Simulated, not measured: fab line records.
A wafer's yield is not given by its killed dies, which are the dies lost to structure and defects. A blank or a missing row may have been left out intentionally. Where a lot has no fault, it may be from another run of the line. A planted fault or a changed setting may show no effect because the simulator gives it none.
Which tool was responsible?    flow ritCmos    7 lots, 21 wafers sampled, at 2 steps of a route of 202

## WHAT THE GAUGES SHOWED, per wafer
RIT_M1_CD_MEAS_09 targets a cd of 2600 nm.
lot   measured     on        cdNm (nm)
L794  day 4 01:23  cdSem-01  2600.9 2597.5 2597.9
L797  day 4 18:40  cdSem-01  2601.0 2600.2 2599.7
L799  day 5 06:17  cdSem-01  2599.6 2602.0 2597.4
L804  day 6 01:31  cdSem-02  2598.8 2600.1 2600.1
L806  day 6 10:17  cdSem-01  2601.1 2600.6 2600.3
L809  day 6 20:52  cdSem-01  2582.4 2584.3 2584.2
L815  day 8 17:01  cdSem-02  2600.8 2600.2 2599.6

## WHAT TOOL EACH LOT RAN ON (gives the tool, then ch and the chambers of the sampled wafers, and finally the start)
lot   RIT_M1_COAT_04
L794  lithoTrack-03 ch 0, day 4 00:40
L797  lithoTrack-01 ch 0, day 4 17:48
L799  lithoTrack-01 ch 0, day 5 05:14
L804  lithoTrack-03 ch 0, day 6 00:47
L806  lithoTrack-01 ch 0, day 6 09:25
L809  lithoTrack-01 ch 0, day 6 20:10
L815  lithoTrack-03 ch 0, day 8 15:50
- RIT_M1_COAT_04: resist thk 1300 nm.

## THE ANSWER, worked out from the rows above alone
Rule: the usual values come from the lots themselves. The widest of any qualifying gaps counts: lots, ordered by their means at a reading, are off when they make up no more than a third of the lots, leave a main group of 4 or more, and stand apart from it by 3 or more times the standard deviation of that group's means. Not used: any main group whose means are identical at the precision the tables above print for the reading. Also off: a lot with no number at a reading for which 4 or more lots have one. The other lots that the step has rows for count as sound.
Off, at RIT_M1_CD_MEAS_09 on cdNm: L809. Main group: mean 2599.9 nm, sd 0.61.
A tool fits if, at a process step before that reading, it ran every lot that is off, and no sound lot after the first of them. The gauges at RIT_M1_CD_MEAS_09 are tried like those tools. This does not decide it: 2 tools fit, namely lithoTrack-01 at RIT_M1_COAT_04 and cdSem-01 at RIT_M1_CD_MEAS_09.

## WHAT THE SIMULATOR HAD PUT IN
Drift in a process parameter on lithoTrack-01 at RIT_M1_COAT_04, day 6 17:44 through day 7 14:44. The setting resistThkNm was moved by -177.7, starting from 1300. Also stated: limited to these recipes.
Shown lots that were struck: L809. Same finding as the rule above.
